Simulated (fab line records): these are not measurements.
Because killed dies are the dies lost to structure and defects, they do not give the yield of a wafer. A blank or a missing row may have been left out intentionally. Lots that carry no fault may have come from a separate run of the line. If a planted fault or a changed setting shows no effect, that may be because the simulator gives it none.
Problem report, 8D (eight disciplines) form, completed by code | flow rit-cmos | the parts of the form that need people (team, actions taken, sign-off) are left out

1. THE ISSUE
Mean GATE_POLY_THK at RIT_GATE_THK_MEAS_09: 182.6 nm over 6 wafers in 2 lots; fault-free wafers: 247.9 nm, standard deviation 2.1. That is -31 standard deviations from the usual mean.
First seen on wafer L897.1, day 4 12:55, on film-metro-01. The record holds 42 wafers of 14 lots with a number at this step. The rule behind "out" and "out of limits": a value lying over 4 standard deviations away from the usual mean. The rest of the wafers with a number are treated as sound.

2. WHAT IT IS, WHAT IT ISN'T
question                    | is                     | is not
which readings at this step | GATE_POLY_THK          | -
which lots                  | L897, L898             | L888, L890, L891, L892, L893, L895, L902, L907, L908, L909, L910, L911
which wafers of those lots  | all that have a number | -
read on which gauges        | film-metro-01          | film-metro-03, film-metro-04
when                        | from day 4 12:55       | up to then (18 sound wafers); but 18 sound wafers of L902, L907, L908, L909, L910, L911 came after

3. SUSPECTS, AND WHAT RULES EACH OUT
Counting: a tool at a process step up to the reading stays a suspect if it ran every lot that is out and no sound lot after the first of them.
- ruled out: the gauge at RIT_GATE_THK_MEAS_09. All the wafers that are out were read on film-metro-01, but those of them that RIT_GATE_ETCH_19 has rows for are out there too, on other tools.
- lpcvd-02 at RIT_GATE_CVD_08 (deposits poly-Si from SiH4, target thk 250 nm, time 2220 s): kept. It ran every lot that is out, first L897 (day 4 11:19), and no sound lot after that.
Remaining after the count: lpcvd-02 at RIT_GATE_CVD_08.

4. THE CAUSE (what the simulator had put in)
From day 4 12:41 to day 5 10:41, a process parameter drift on lpcvd-02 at RIT_GATE_CVD_08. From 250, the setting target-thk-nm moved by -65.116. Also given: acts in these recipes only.
This tool alone remained once counting was done.

5. SEQUENCE OF EFFECTS, ordered by route
Rows list readings where the struck wafers' mean (over those with a number) sits beyond 3 standard deviations from the usual. Only readings whose record carries a usual standard deviation are examined. hours: median over the lots of the time between each lot's start at the first step of this table that gives one and its start at this step. sigmas: the change, counted in usual standard deviations.
hours | step                 | reading        | usual      | on struck wafers | change | sigmas
0     | RIT_GATE_THK_MEAS_09 | GATE_POLY_THK  | 247.9 nm   | 182.6            | -65.3  | -31
1     | RIT_GATE_ETCH_19     | oes-product-au | 0.837 a.u. | 0.685            | -0.152 | -12
Process steps it contains:
- RIT_GATE_ETCH_19: etches poly-Si in SF6/CHF3/O2, stops on SiO2, time 165 s, target depth 312.5 nm.
Later steps that measure or inspect, where all struck wafers having a row at the step show a number for every such reading and not one has moved that far: RIT_PLDD_OVL_MEAS_06, RIT_M1_OVL_MEAS_10.

6. HOW IT WOULD HAVE BEEN CAUGHT EARLIER
Counted from the fault's start at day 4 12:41, it took 0 hours until the first out-of-limits reading at a measuring or inspecting step in this record, taken at day 4 12:55.
Of the tool readings at RIT_GATE_CVD_08 for which the record gives a usual standard deviation, none was out on any struck wafer, so an alarm limit of 4 standard deviations on them would not have fired.
Among the 2 lots that are out, L898 began RIT_GATE_CVD_08 on lpcvd-02 after day 4 12:55. A hold on the tool at that time would have spared it.
